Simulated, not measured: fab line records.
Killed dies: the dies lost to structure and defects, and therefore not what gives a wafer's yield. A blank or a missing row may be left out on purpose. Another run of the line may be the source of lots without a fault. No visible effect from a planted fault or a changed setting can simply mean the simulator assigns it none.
Matching of chambers    flow berkeley_cmos170    rie_si-01 running UCB170_GATE_ETCH_15: 4 sister chambers
The step etches poly-Si in HBr/Cl2, stops on SiO2, time 56.3 s, target depth 278.2 nm. 4 wafers are shown with their chamber, then 7 later ones without.

WAFERS, EACH WITH ITS CHAMBER
wafer   chamber  throttle_valve_pct (%)
L103.1  3        26.65
L102.6  1        26.21
L105.2  0        26.37
L105.4  2        26.59

WAFERS WHOSE CHAMBER IS MISSING
wafer   throttle_valve_pct (%)
L105.6  26.19
L117.1  26.63
L117.2  26.21
L117.3  26.38
L122.1  26.59
L122.4  26.64
L122.6  26.39

WHICH CHAMBER EACH ONE RAN IN
wafer   from the rows above      in truth
L105.6  1                        1
L117.1  can't be placed: 3 or 2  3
L117.2  1                        1
L117.3  0                        0
L122.1  2                        2
L122.4  3                        3
L122.6  0                        0
Placed correctly: 6 of 7. These rows do not allow placing 1 (true chamber among the candidates in 1). Number placed wrongly: 0.
How it was worked out, from the rows above alone: a wafer's distance from a chamber is the root of the sum, over the readings, of the square of ((its reading less the chamber's mean) divided by the reading's scatter). The wafer belongs to the nearest chamber; if the next one is less than 2 further off, it can't be placed. For every chamber, the mean is computed from those of its wafers that are shown. The scatter (one wafer shown for each chamber): square how far every hidden wafer sits from the nearest shown wafer, average those squares and take the square root.
